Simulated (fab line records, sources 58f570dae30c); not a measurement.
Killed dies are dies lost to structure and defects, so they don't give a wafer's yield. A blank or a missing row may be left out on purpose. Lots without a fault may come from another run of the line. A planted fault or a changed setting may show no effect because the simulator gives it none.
fab line records | flow berkeley_cmos170
record lots=13 wafers=39 last_day=11
route steps=331 shown PSD@182 NSD@190 PLDD@208
lots that met no fault: from a run of the same line without faults
start_h: hours from the record's first day to the start of the lot's first wafer shown | wait_h: hours since the lot's step before | " the same as in the row above | L1.1+2: a row that stands for several wafers | - no value, or no start given | * or withheld: withheld | < > ~ a bound
route shown NAME@n: a module of which the file shows steps, and the number in the route of the first | usual: mean/standard deviation of fault-free wafers | same: alike in all rows | chamber/n: place in a boat | sites: the reading at each site | _std_site: their standard deviation | _edge_site: outer sites' mean less inner sites' | radius_mm: how far each site lies from the wafer's centre | mask NAME#n: copy n | behind: the tool/chamber that last shaped the wafer | hold: why the lot was held/for how many hours/how that ended | device: the transistor (n, p or np) that didn't switch | end of line: the same wafers' tests at the end of the route | a step without rows: its recipe alone | killed: dies lost to structure and defects at the first sort, not the wafer's yield | map: a wafer's dies, x killed, . not, _ none there
set.NAME: the setting as run; set.NAME@STEP: as run at that earlier step | model.NAME: the simulator's own value behind a step, which no gauge read
steps of the route over a sample of lots; a table a step, a row a wafer
services: from which hour (start_h, from the record's first day; less than 0 if before it) a tool's chamber was out of use, for how many hours, and why
## steps
# step UCB170_PSD_OVL_MEAS_07
# usual PSD_OVL=4/5.9
# columns lot.wafer tool chamber start_h wait_h PSD_OVL[nm]
L165.1 overlay-01 - 147.92 0.1 16
L165.2 " - " " 14
L165.3 " - " " 13
L166.1 overlay-01 - 148.09 0.1 9
L166.2 " - " " 14
L166.6 " - " " 13
L167.1 overlay-02 - 159.35 0.1 9
L167.3 " - " " 9
L167.5 " - " " 9
L168.1 overlay-01 - 159.63 0.1 -2
L168.2 " - " " -1
L168.4 " - " " 5
L170.1 overlay-01 - 172.66 0.1 1
L170.3 " - " " -3
L170.6 " - " " -2
L169.2 overlay-02 - 172.77 0.1 6
L169.5 " - " " 7
L169.6 " - " " 5
L172.1 overlay-02 - 185.68 0.1 -8
L172.4 " - " " 1
L172.5 " - " " -2
L173.1 overlay-02 - 195.54 0.1 12
L173.2 " - " " 11
L173.6 " - " " 7
L182.2 overlay-01 - 209.83 0.1 -5
L182.4 " - " " -4
L182.5 " - " " 4
L181.1 overlay-02 - 210.05 0.1 0
L181.5 " - " " 2
L181.6 " - " " -4
L187.2 overlay-02 - 233.28 0.1 -1
L187.3 " - " " -3
L187.6 " - " " -6
L186.1 overlay-01 - 233.54 0.1 2
L186.2 " - " " 15
L186.4 " - " " 1
L184.1 overlay-02 - 233.62 0.1 9
L184.2 " - " " 14
L184.6 " - " " 9
# step UCB170_NSD_EXPOSE_03
# recipe mask_id=NSELECT_MOD na=0.5 sigma_outer=0.6 source_shape=conventional target_cd_nm=1200 dose_mj=30
# columns lot.wafer tool chamber start_h wait_h mask
L165.1+2+3 krf_scanner-01 0 149.06 0.2 NSELECT_MOD#0
L166.1+2+6 krf_scanner-02 0 149.42 0.4 NSELECT_MOD#0
L167.1+3+5 krf_scanner-01 0 161.43 0.2 NSELECT_MOD#0
L168.1+2+4 krf_scanner-02 0 161.67 0.3 NSELECT_MOD#0
L170.1+3+6 krf_scanner-02 0 174.41 0.4 NSELECT_MOD#0
L169.2+5+6 krf_scanner-01 0 174.67 0.4 PSELECT_MOD#0
L172.1+4+5 krf_scanner-02 0 186.77 0.2 NSELECT_MOD#0
L173.1+2+6 krf_scanner-02 0 197.00 0.1 NSELECT_MOD#0
L182.2+4+5 krf_scanner-02 0 211.53 0.1 NSELECT_MOD#0
L181.1+5+6 krf_scanner-02 0 211.96 0.1 NSELECT_MOD#0
L187.2+3+6 krf_scanner-01 0 234.56 0.2 NSELECT_MOD#0
L186.1+2+4 krf_scanner-01 0 234.87 0.1 NSELECT_MOD#0
L184.1+2+6 krf_scanner-02 0 235.15 0.2 NSELECT_MOD#0
# step UCB170_NSD_CD_MEAS_06
# recipe target_cd_nm=1200
# usual cd_nm=1199.7/1.4
# columns lot.wafer tool chamber start_h wait_h cd_nm
L165.1 cd_sem-02 - 149.66 - 1197.8
L165.2 " - " " 1198.8
L165.3 " - " " 1198.1
L166.1 cd_sem-02 - 150.39 - 1200.7
L166.2 " - " " 1199.6
L166.6 " - " " 1198.6
L167.1 cd_sem-01 - 162.42 - 1198.4
L167.3 " - " " 1198.5
L167.5 " - " " 1197.1
L168.1 cd_sem-02 - 162.48 - 1200.3
L168.2 " - " " 1201.5
L168.4 " - " " 1201.0
L170.1 cd_sem-01 - 175.04 - 1202.1
L170.3 " - " " 1202.5
L170.6 " - " " 1202.1
L169.2 cd_sem-01 - 175.18 - -
L169.5 " - " " -
L169.6 " - " " -
L172.1 cd_sem-01 - 187.16 - 1197.9
L172.4 " - " " 1199.5
L172.5 " - " " 1198.4
L173.1 cd_sem-02 - 198.00 - 1200.9
L173.2 " - " " 1202.4
L173.6 " - " " 1200.1
L182.2 cd_sem-02 - 212.70 - 1200.3
L182.4 " - " " 1200.7
L182.5 " - " " 1200.3
L181.1 cd_sem-01 - 213.06 - 1199.6
L181.5 " - " " 1199.8
L181.6 " - " " 1199.1
L187.2 cd_sem-01 - 235.16 - 1195.7
L187.3 " - " " 1197.0
L187.6 " - " " 1197.1
L186.1 cd_sem-02 - 235.42 - 1200.2
L186.2 " - " " 1199.3
L186.4 " - " " 1200.7
L184.1 cd_sem-01 - 235.61 - 1200.3
L184.2 " - " " 1200.1
L184.6 " - " " 1200.1
# step UCB170_NSD_STRIP_09
# recipe chemistry=O2 power_w=400 pressure_mtorr=3500 platen_temp_c=withheld o2_flow_sccm=400 overash_fraction=0.5
# usual drypump_motor_current_A=6.0/0.63 oes_product_au=0.533/0.005 strip_time_to_endpoint_s=35.65/0.063
# columns lot.wafer tool chamber start_h wait_h drypump_motor_current_A oes_product_au rf_hours_counter_h strip_time_to_endpoint_s
L165.1 plasma_asher-01 1 149.97 0.1 6.5 0.530 44 35.62
L165.2 " 0 " " 6.0 0.529 44 35.70
L165.3 " 0 " " 6.0 0.527 - 35.66
L166.1 plasma_asher-04 0 150.69 0.1 6.5 0.530 34 35.68
L166.2 " 1 " " 5.3 0.529 34 35.70
L166.6 " 0 " " 6.5 0.535 - 35.66
L167.1 plasma_asher-04 1 162.73 0.1 5.3 0.528 35 35.67
L167.3 " 1 " " 5.3 0.539 - 35.79
L167.5 " 0 " " 6.5 0.537 - 35.68
L168.1 plasma_asher-01 0 162.79 0.1 6.0 0.528 46 35.66
L168.2 " 1 " " 6.5 0.532 46 35.65
L168.4 " 0 " " 6.0 0.535 - 35.68
L170.1 plasma_asher-04 1 175.35 0.1 5.3 0.538 38 35.69
L170.3 " 1 " " 5.3 0.539 - 35.63
L170.6 " 1 " " 5.3 0.543 - 35.68
L169.2 plasma_asher-02 0 175.47 0.1 6.8 0.523 7 35.58
L169.5 " 0 " " 6.8 0.532 - 35.62
L169.6 " 1 " " 5.2 0.544 - 35.54
L172.1 plasma_asher-02 1 187.47 0.1 5.2 0.532 8 35.74
L172.4 " 0 " " 6.8 0.533 - 35.59
L172.5 " 1 " " 5.2 0.532 - 35.65
L173.1 plasma_asher-04 0 198.31 0.1 6.6 0.529 41 35.68
L173.2 " 1 " " 5.3 0.537 41 35.66
L173.6 " 0 " " 6.5 0.541 - 35.75
L182.2 plasma_asher-01 0 212.99 0.1 6.0 0.538 52 35.65
L182.4 " 1 " " 6.5 0.533 - 35.69
L182.5 " 0 " " 6.0 0.526 - 35.65
L181.1 plasma_asher-04 0 213.37 0.1 6.5 0.533 43 35.66
L181.5 " 0 " " 6.5 0.534 - 35.55
L181.6 " 1 " " 5.3 0.525 - 35.61
L187.2 plasma_asher-01 0 235.45 0.1 6.0 0.527 55 35.72
L187.3 " 0 " " 6.0 0.538 - 35.73
L187.6 " 0 " " 6.0 0.537 - 35.75
L186.1 plasma_asher-02 1 235.73 0.1 5.2 0.532 14 35.70
L186.2 " 0 " " 6.8 0.527 14 35.71
L186.4 " 1 " " 5.2 0.534 - 35.68
L184.1 plasma_asher-04 0 235.91 0.1 6.5 0.527 45 35.64
L184.2 " 1 " " 5.3 0.535 45 35.65
L184.6 " 0 " " 6.5 0.539 - 35.58
# step UCB170_NSD_TW_MEAS_10
# usual NSD_TW=4185/26
# columns lot.wafer tool chamber start_h wait_h NSD_TW
L165.1 film_metro-01 - 150.07 0.1 4197
L165.2 " - " " 4176
L165.3 " - " " 4179
L166.1 film_metro-02 - 150.79 0.1 4180
L166.2 " - " " 4185
L166.6 " - " " 4185
L167.1 film_metro-01 - 162.84 0.1 4180
L167.3 " - " " 4165
L167.5 " - " " 4174
L168.1 film_metro-03 - 162.89 0.1 4158
L168.2 " - " " 4142
L168.4 " - " " 4128
L170.1 film_metro-01 - 175.45 0.1 4180
L170.3 " - " " 4174
L170.6 " - " " 4162
L169.2 film_metro-03 - 175.58 0.1 30
L169.5 " - " " 30
L169.6 " - " " 30
L172.1 film_metro-03 - 187.57 0.1 4169
L172.4 " - " " 4182
L172.5 " - " " 4200
L173.1 film_metro-01 - 198.41 0.1 4174
L173.2 " - " " 4166
L173.6 " - " " 4182
L182.2 film_metro-02 - 213.10 0.1 4230
L182.4 " - " " 4234
L182.5 " - " " 4222
L181.1 film_metro-02 - 213.47 0.1 4201
L181.5 " - " " 4231
L181.6 " - " " 4210
L187.2 film_metro-01 - 235.56 0.1 4201
L187.3 " - " " 4181
L187.6 " - " " 4200
L186.1 film_metro-02 - 235.83 0.1 4187
L186.2 " - " " 4217
L186.4 " - " " 4206
L184.1 film_metro-02 - 236.01 0.1 4229
L184.2 " - " " 4198
L184.6 " - " " 4203
# step UCB170_SDANNEAL_RS_MEAS_04
# recipe thk_meas_gauge=four-point-probe
# usual PLDD_RS=1031/3
# columns lot.wafer tool chamber start_h wait_h PLDD_RS[ohm/sq]
L165.1 film_metro-03 - 151.50 0.1 1033
L165.2 " - " " 1032
L165.3 " - " " 1032
L166.1 film_metro-01 - 152.32 0.1 1030
L166.2 " - " " 1033
L166.6 " - " " 1035
L167.1 film_metro-02 - 164.69 0.1 1028
L167.3 " - " " 1026
L167.5 " - " " 1026
L168.1 film_metro-03 - 165.14 0.1 1030
L168.2 " - " " 1031
L168.4 " - " " 1032
L170.1 film_metro-01 - 176.90 0.1 1030
L170.3 " - " " 1029
L170.6 " - " " 1032
L169.2 film_metro-02 - 177.17 0.1 1032
L169.5 " - " " 1034
L169.6 " - " " 1030
L172.1 film_metro-02 - 189.40 0.1 1035
L172.4 " - " " 1032
L172.5 " - " " 1033
L173.1 film_metro-03 - 199.88 0.1 1038
L173.2 " - " " 1038
L173.6 " - " " 1033
L182.2 film_metro-03 - 215.17 0.1 1033
L182.4 " - " " 1028
L182.5 " - " " 1027
L181.1 film_metro-01 - 215.43 0.1 1030
L181.5 " - " " 1029
L181.6 " - " " 1030
L187.2 film_metro-02 - 236.91 0.1 1029
L187.3 " - " " 1031
L187.6 " - " " 1036
L186.1 film_metro-03 - 237.29 0.1 1036
L186.2 " - " " 1033
L186.4 " - " " 1034
L184.1 film_metro-03 - 237.77 0.1 1027
L184.2 " - " " 1028
L184.6 " - " " 1025
## services
# columns tool chamber start_h hours kind
plasma_asher-01 - 125.44 2.8 pm
krf_scanner-01 - 134.42 1.3 pm
plasma_asher-02 - 177.81 9.5 repair
krf_scanner-01 - 184.25 21.0 pm
krf_scanner-01 - 205.25 3.6 pm
krf_scanner-01 - 208.17 2.9 repair
## key
first_sign step=UCB170_NSD_EXPOSE_03 reading=mask direction=changed
effect step=UCB170_NSD_CD_MEAS_06 reading=cd_nm direction=missing
effect step=UCB170_NSD_TW_MEAS_10 reading=NSD_TW direction=down sigmas=99+ usual=4185 struck=30
met_at UCB170_NSD_EXPOSE_03
struck_lots L169
sort_left_out L169.2,L169.5,L169.6
tester_left_out L169
not_acting_at UCB170_PSD_OVL_MEAS_07,UCB170_NSD_STRIP_09,UCB170_SDANNEAL_RS_MEAS_04
onset_between 161.43 174.67
fault kind=wrong_mask tool=any chamber=- onset_h=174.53 steps=UCB170_NSD_EXPOSE_03 aux_copy=PSELECT_MOD#0 scope=struck_lots_only
# tester_left_out: of these lots the tester's yield and bins aren't shown, on N5 and GAA mostly nor the transistor test; their killed dies are dies lost to structure and defects alone, not to doping, threshold or leakage, so they don't give the yield
# sort_left_out: the simulated sort isn't trusted on such a fault, so these wafers' sort isn't shown, and their yield isn't known
